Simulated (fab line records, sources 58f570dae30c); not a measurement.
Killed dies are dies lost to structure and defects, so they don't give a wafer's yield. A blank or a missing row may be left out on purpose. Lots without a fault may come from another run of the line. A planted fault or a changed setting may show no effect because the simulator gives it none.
Tool commonality check | flow berkeley_cmos170 | 14 lots, 42 wafers sampled

WHY IT WAS OPENED
At UCB170_NVT_TW_MEAS_09 the reading NVT_TW is flagged on 2 of 14 lots. Wafers without a fault read 524, standard deviation 3.7.
Rule: a lot is flagged when every wafer of it that has a number lies more than 4 standard deviations from that mean, or none has a number. The other lots count as sound.

lot  | measured     | on            | NVT_TW, wafer by wafer | flag
L311 | day 6 05:38  | film_metro-02 | 520 524 521            |
L313 | day 6 15:07  | film_metro-04 | 522 520 523            |
L312 | day 6 15:07  | film_metro-01 | 532 529 531            |
L310 | day 6 15:23  | film_metro-02 | 520 521 520            |
L315 | day 7 14:06  | film_metro-01 | 525 529 528            |
L314 | day 7 14:30  | film_metro-02 | 522 525 522            |
L317 | day 7 20:56  | film_metro-04 | 520 519 521            |
L318 | day 7 21:13  | film_metro-01 | 529 526 525            |
L319 | day 8 19:41  | film_metro-04 | 567 568 568            | FLAGGED
L325 | day 9 10:11  | film_metro-01 | 571 570 570            | FLAGGED
L327 | day 9 22:58  | film_metro-01 | 531 529 527            |
L329 | day 10 04:55 | film_metro-04 | 526 522 524            |
L331 | day 10 19:08 | film_metro-04 | 520 517 517            |
L330 | day 10 19:25 | film_metro-02 | 521 520 518            |
The numbers of the flagged lots are 569 on average: +45 against the usual, or +12 standard deviations.

WHICH TOOL RAN EACH LOT
The record holds 2 process steps before the reading, out of a route of 331 steps. In each cell: the tool, then ch and the chambers that the sampled wafers went through, then the start.
lot  | flag    | UCB170_PFIELD_STRIP_08              | UCB170_NVT_IMPLANT_07
L311 |         | plasma_asher-03 ch 1, day 4 21:50   | implanter-01 ch 0, day 6 05:24
L313 |         | plasma_asher-04 ch 0,1, day 5 03:27 | implanter-04 ch 0, day 6 14:52
L312 |         | plasma_asher-03 ch 1, day 5 03:20   | implanter-01 ch 0, day 6 14:52
L310 |         | plasma_asher-01 ch 0,1, day 5 03:41 | implanter-02 ch 0, day 6 15:08
L315 |         | plasma_asher-03 ch 0,1, day 6 03:33 | implanter-04 ch 0, day 7 13:52
L314 |         | plasma_asher-03 ch 0,1, day 6 03:29 | implanter-02 ch 0, day 7 14:17
L317 |         | plasma_asher-03 ch 0,1, day 6 09:34 | implanter-02 ch 0, day 7 20:42
L318 |         | plasma_asher-03 ch 0,1, day 6 09:46 | implanter-04 ch 0, day 7 20:58
L319 | FLAGGED | plasma_asher-04 ch 0,1, day 7 05:36 | implanter-04 ch 0, day 8 19:26
L325 | FLAGGED | plasma_asher-01 ch 0,1, day 7 21:40 | implanter-04 ch 0, day 9 09:59
L327 |         | plasma_asher-01 ch 0,1, day 8 09:40 | implanter-02 ch 0, day 9 22:43
L329 |         | plasma_asher-03 ch 0,1, day 8 16:22 | implanter-02 ch 0, day 10 04:40
L331 |         | plasma_asher-03 ch 0,1, day 9 05:43 | implanter-01 ch 0, day 10 18:55
L330 |         | plasma_asher-01 ch 0,1, day 9 06:22 | implanter-02 ch 0, day 10 19:10
What these steps do:
- UCB170_PFIELD_STRIP_08: strips in O2.
- UCB170_NVT_IMPLANT_07
- UCB170_NVT_TW_MEAS_09

FLAGGED OVER TOTAL, TOOL BY TOOL (the gauges that took the reading come last)
step                   | tool            | lots run | flagged | share of the flagged lots | sound lots run after its first flagged lot
UCB170_PFIELD_STRIP_08 | plasma_asher-01 | 4        | 1       | some                      | 2 (L327,L330)
UCB170_PFIELD_STRIP_08 | plasma_asher-03 | 8        | 0       | none                      | -
UCB170_PFIELD_STRIP_08 | plasma_asher-04 | 2        | 1       | some                      | 0
UCB170_NVT_IMPLANT_07  | implanter-01    | 3        | 0       | none                      | -
UCB170_NVT_IMPLANT_07  | implanter-02    | 6        | 0       | none                      | -
UCB170_NVT_IMPLANT_07  | implanter-04    | 5        | 2       | all                       | 0
UCB170_NVT_TW_MEAS_09  | film_metro-01   | 5        | 1       | some                      | 1 (L327)
UCB170_NVT_TW_MEAS_09  | film_metro-02   | 4        | 0       | none                      | -
UCB170_NVT_TW_MEAS_09  | film_metro-04   | 5        | 1       | some                      | 2 (L329,L331)

WHAT THE TABLE ALLOWS
1 row of the table ran every flagged lot: implanter-04 at UCB170_NVT_IMPLANT_07.
- implanter-04 at UCB170_NVT_IMPLANT_07: 2 of its 5 lots flagged. Its last sound lot is L318 (day 7 20:58), its first flagged lot L319 (day 8 19:26): a fault that began between those two fits. Its own readings lie more than 4 standard deviations out on every wafer of the flagged lots: beam_energy_keV.
One tool is left: implanter-04 at UCB170_NVT_IMPLANT_07.

WHAT THE SIMULATOR HAD PUT IN
Process parameter drift: implanter-04, from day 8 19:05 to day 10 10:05, at UCB170_NVT_IMPLANT_07. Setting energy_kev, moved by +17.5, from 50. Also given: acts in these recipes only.
Lots struck among those shown: L319, L325. The rule above found the same.
